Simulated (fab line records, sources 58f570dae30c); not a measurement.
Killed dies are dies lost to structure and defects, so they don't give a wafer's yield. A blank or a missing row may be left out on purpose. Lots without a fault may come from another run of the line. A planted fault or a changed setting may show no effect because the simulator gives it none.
Split-lot experiment | flow berkeley_cmos170 | 5 lots, 23 wafers read, on a route of 331 steps

THE SPLIT
At UCB170_NWELL_ETCH_13 (etches Si3N4 in CH3F/Ar/O2, stops on SiO2, target depth 246.4 nm, time 154 s), the setting time_s was moved away from the recipe's 154 s on 8 of the 23 wafers read, by -13.3% to +11.9%. The other wafers ran this setting at the recipe's value.

The reading is taken at the split's own step.

THE READING
KrF_of_NWELL_COAT_07.thk_nm (the simulator's own value, which no gauge read), in nm, at UCB170_NWELL_ETCH_13 (etches Si3N4 in CH3F/Ar/O2, stops on SiO2, target depth 246.4 nm, time 154 s). The file gives no usual value for it. The 15 wafers here that ran the recipe average 719.8 nm, standard deviation 2.3 nm.

wafer  | tool, chamber at the split | time_s as run, s | against the recipe | KrF_of_NWELL_COAT_07.thk_nm, nm | against lot-mates on the recipe
L074.1 | rie_diel-02, 2             | 172.3            | +11.9%             | 701.1                           | -19.2
L074.3 | rie_diel-02, 3             | 172.3            | +11.9%             | 700.9                           | -19.4
L074.4 | rie_diel-02, 0             | 172.3            | +11.9%             | 698                             | -22.3
L074.5 | rie_diel-02, 3             | 154              | recipe             | 721.3                           | -
L074.6 | rie_diel-02, 2             | 154              | recipe             | 719.3                           | -
L075.1 | rie_diel-03, 0             | 154              | recipe             | 721.1                           | -
L075.3 | rie_diel-03, 1             | 145.4            | -5.6%              | 729.3                           | +10.8
L075.4 | rie_diel-03, 2             | 145.4            | -5.6%              | 725.4                           | +6.9
L075.5 | rie_diel-03, 3             | 154              | recipe             | 716.3                           | -
L075.6 | rie_diel-03, 0             | 154              | recipe             | 718                             | -
L076.2 | rie_diel-04, 3             | 154              | recipe             | 722.9                           | -
L076.5 | rie_diel-04, 0             | 154              | recipe             | 725.2                           | -
L076.6 | rie_diel-04, 1             | 154              | recipe             | 721.2                           | -
L079.1 | rie_diel-03, 3             | 154              | recipe             | 715.9                           | -
L079.2 | rie_diel-03, 1             | 133.5            | -13.3%             | 743                             | +26.0
L079.3 | rie_diel-03, 2             | 154              | recipe             | 718                             | -
L079.5 | rie_diel-03, 3             | 133.5            | -13.3%             | 740.7                           | +23.8
L079.6 | rie_diel-03, 2             | 133.5            | -13.3%             | 738.7                           | +21.8
L080.1 | rie_diel-04, 1             | 154              | recipe             | 718.6                           | -
L080.2 | rie_diel-04, 0             | 154              | recipe             | 719.9                           | -
L080.3 | rie_diel-04, 2             | 154              | recipe             | 719.4                           | -
L080.5 | rie_diel-04, 0             | 154              | recipe             | 720.3                           | -
L080.6 | rie_diel-04, 1             | 154              | recipe             | 720.2                           | -

THE FIT
A straight line over all 23 wafers: KrF_of_NWELL_COAT_07.thk_nm changes by -1.6 nm for each +1% of time_s; r = -0.98; the points scatter about the line by 2.3 nm.
The same after taking each lot's own level away (the mean of its wafers on the recipe; 23 wafers): -1.74 nm for each +1%; r = -0.99; scatter 1.6 nm.
On that fit, the largest move of time_s shifts the reading by 23 nm.
The lots' own levels span 716.95 to 723.10 nm, that is 2.6 times the standard deviation above.
So the lot-to-lot level changes the slope little: the two slopes agree.
Check: with one of the wafers moved furthest among these (-13.3%) left out of the fit, the line predicts +22.6 nm for it against its lot-mates. It came out at +26 nm against them.

OTHER SPLITS ON THESE WAFERS
These wafers also went through other splits before the reading. Each is held against what the fit with the lots' levels taken away leaves over:
other split on the same wafers      | wafers away from the commonest value | r with KrF_of_NWELL_COAT_07.thk_nm (lot level and that fit taken away)
UCB170_ZERO_COAT_01 spin_rpm        | 11                                   | +0.12
UCB170_NWELL_OXIDATION_01 ox_time_s | 18                                   | +0.07

THE WHOLE CHAIN: every reading that the file lists as answering this split, in the file's order
step                  | what it does                                                                 | reading                                                                      | change (the file's fit)              | r (the file's)
UCB170_NWELL_ETCH_13  | etches Si3N4 in CH3F/Ar/O2, stops on SiO2, target depth 246.4 nm, time 154 s | KrF_of_NWELL_COAT_07.thk_nm (the simulator's own value, which no gauge read) | -1.74 nm for each +1% of the setting | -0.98
UCB170_NWELL_STRIP_15 | strips in O2                                                                 | strip_time_to_endpoint_s                                                     | withheld for each +1% of the setting | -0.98

THE FILE'S OWN FIT
KrF_of_NWELL_COAT_07.thk_nm changes by -1.74 nm for each +1% of time_s, r = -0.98.
